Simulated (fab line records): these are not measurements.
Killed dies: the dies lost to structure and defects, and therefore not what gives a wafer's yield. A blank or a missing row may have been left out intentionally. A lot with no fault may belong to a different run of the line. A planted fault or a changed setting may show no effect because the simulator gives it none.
Which tool was responsible? || flow ritCmos || 42 wafers from 14 lots sampled at 2 of the route's 202 steps

== WHAT THE GAUGES READ, wafer by wafer ==
RIT_PSD_TW_MEAS_10. Usual: for PSD_TW the level is 3419 and the standard deviation is 26.
{"lot": "L985", "measured": "day 3 03:07", "on": "filmMetro-01", "PSD_TW": "3402 3421 3419", "flag": ""}
{"lot": "L986", "measured": "day 3 07:37", "on": "filmMetro-02", "PSD_TW": "3410 3417 3420", "flag": ""}
{"lot": "L987", "measured": "day 3 16:01", "on": "filmMetro-01", "PSD_TW": "3437 3420 3433", "flag": ""}
{"lot": "L993", "measured": "day 4 18:48", "on": "filmMetro-02", "PSD_TW": "30 30 30 30 30 30", "flag": "OFF"}
{"lot": "L995", "measured": "day 5 03:55", "on": "filmMetro-03", "PSD_TW": "30 30 30 30 30 30", "flag": "OFF"}
{"lot": "L996", "measured": "day 5 13:02", "on": "filmMetro-01", "PSD_TW": "3429 3435 3439", "flag": ""}
{"lot": "L997", "measured": "day 5 16:13", "on": "filmMetro-02", "PSD_TW": "3440 3450 3454", "flag": ""}
{"lot": "L998", "measured": "day 6 00:01", "on": "filmMetro-02", "PSD_TW": "3447 3454 3467", "flag": ""}
{"lot": "L101", "measured": "day 6 10:18", "on": "filmMetro-02", "PSD_TW": "3442 3435 3447", "flag": ""}
{"lot": "L102", "measured": "day 6 20:29", "on": "filmMetro-02", "PSD_TW": "3448 3425 3426", "flag": ""}
{"lot": "L103", "measured": "day 6 23:35", "on": "filmMetro-03", "PSD_TW": "3363 3394 3373", "flag": ""}
{"lot": "L105", "measured": "day 7 07:57", "on": "filmMetro-02", "PSD_TW": "3436 3423 3421", "flag": ""}
{"lot": "L107", "measured": "day 7 21:22", "on": "filmMetro-01", "PSD_TW": "3425 3423 3427", "flag": ""}
{"lot": "L108", "measured": "day 8 02:05", "on": "filmMetro-03", "PSD_TW": "3377 3381 3366", "flag": ""}

== WHICH TOOL RAN EACH LOT (tool, then ch and the chambers of the sampled wafers, then the start) ==
{"lot": "L985", "RIT_PSD_DEVELOP_05": "lithoTrack-03 ch 0, day 3 02:00"}
{"lot": "L986", "RIT_PSD_DEVELOP_05": "lithoTrack-03 ch 0, day 3 06:00"}
{"lot": "L987", "RIT_PSD_DEVELOP_05": "lithoTrack-04 ch 0, day 3 15:00"}
{"lot": "L993", "RIT_PSD_DEVELOP_05": "lithoTrack-03 ch 0, day 4 18:00"}
{"lot": "L995", "RIT_PSD_DEVELOP_05": "lithoTrack-03 ch 0, day 5 03:00"}
{"lot": "L996", "RIT_PSD_DEVELOP_05": "lithoTrack-01 ch 0, day 5 12:00"}
{"lot": "L997", "RIT_PSD_DEVELOP_05": "lithoTrack-04 ch 0, day 5 15:00"}
{"lot": "L998", "RIT_PSD_DEVELOP_05": "lithoTrack-04 ch 0, day 5 23:00"}
{"lot": "L101", "RIT_PSD_DEVELOP_05": "lithoTrack-04 ch 0, day 6 09:00"}
{"lot": "L102", "RIT_PSD_DEVELOP_05": "lithoTrack-01 ch 0, day 6 19:00"}
{"lot": "L103", "RIT_PSD_DEVELOP_05": "lithoTrack-01 ch 0, day 6 22:00"}
{"lot": "L105", "RIT_PSD_DEVELOP_05": "lithoTrack-04 ch 0, day 7 07:00"}
{"lot": "L107", "RIT_PSD_DEVELOP_05": "lithoTrack-01 ch 0, day 7 20:00"}
{"lot": "L108", "RIT_PSD_DEVELOP_05": "lithoTrack-01 ch 0, day 8 01:00"}
- RIT_PSD_DEVELOP_05: develop time 50 s.

== AS READ BY THE TOOLS THEMSELVES (means over the sampled wafers that have a number; for cases with no such wafer, the mark the record gives instead) ==
The record holds no such reading with a usual standard deviation.

== THE ANSWER, worked out from the rows above alone ==
Rule: a lot counts as off when the mean over its wafers that have a number is more than 3 standard deviations away from the usual mean. Also off: a lot with no number at a reading for which 4 or more lots have one. Where the step has rows for the other lots, those lots are counted as sound. First the gauges in route order, then the tools' own readings, where a lot's mean is used as printed above. The first step at which some lot is off is used, and at that step the reading that is off furthest; a lot without a number counts as furthest.
Off: L993, L995, at RIT_PSD_TW_MEAS_10 (PSD_TW).
If a tool, at a process step before that reading, ran all the lots that are off and no sound lot after the first of them, it fits. Gauges at RIT_PSD_TW_MEAS_10: tried the same way as those tools. One fits: lithoTrack-03 at RIT_PSD_DEVELOP_05. A fault onset in the window from L986 (day 3 06:00, its last sound lot) to L993 (day 4 18:00, its first lot off) fits.

== WHAT THE SIMULATOR HAD INSERTED ==
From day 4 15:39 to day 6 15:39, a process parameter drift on lithoTrack-03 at RIT_PSD_DEVELOP_05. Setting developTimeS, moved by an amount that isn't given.
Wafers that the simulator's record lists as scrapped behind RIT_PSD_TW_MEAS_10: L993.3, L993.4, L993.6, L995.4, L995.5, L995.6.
Lots struck among those shown: L993, L995. The rule given above showed the same thing.
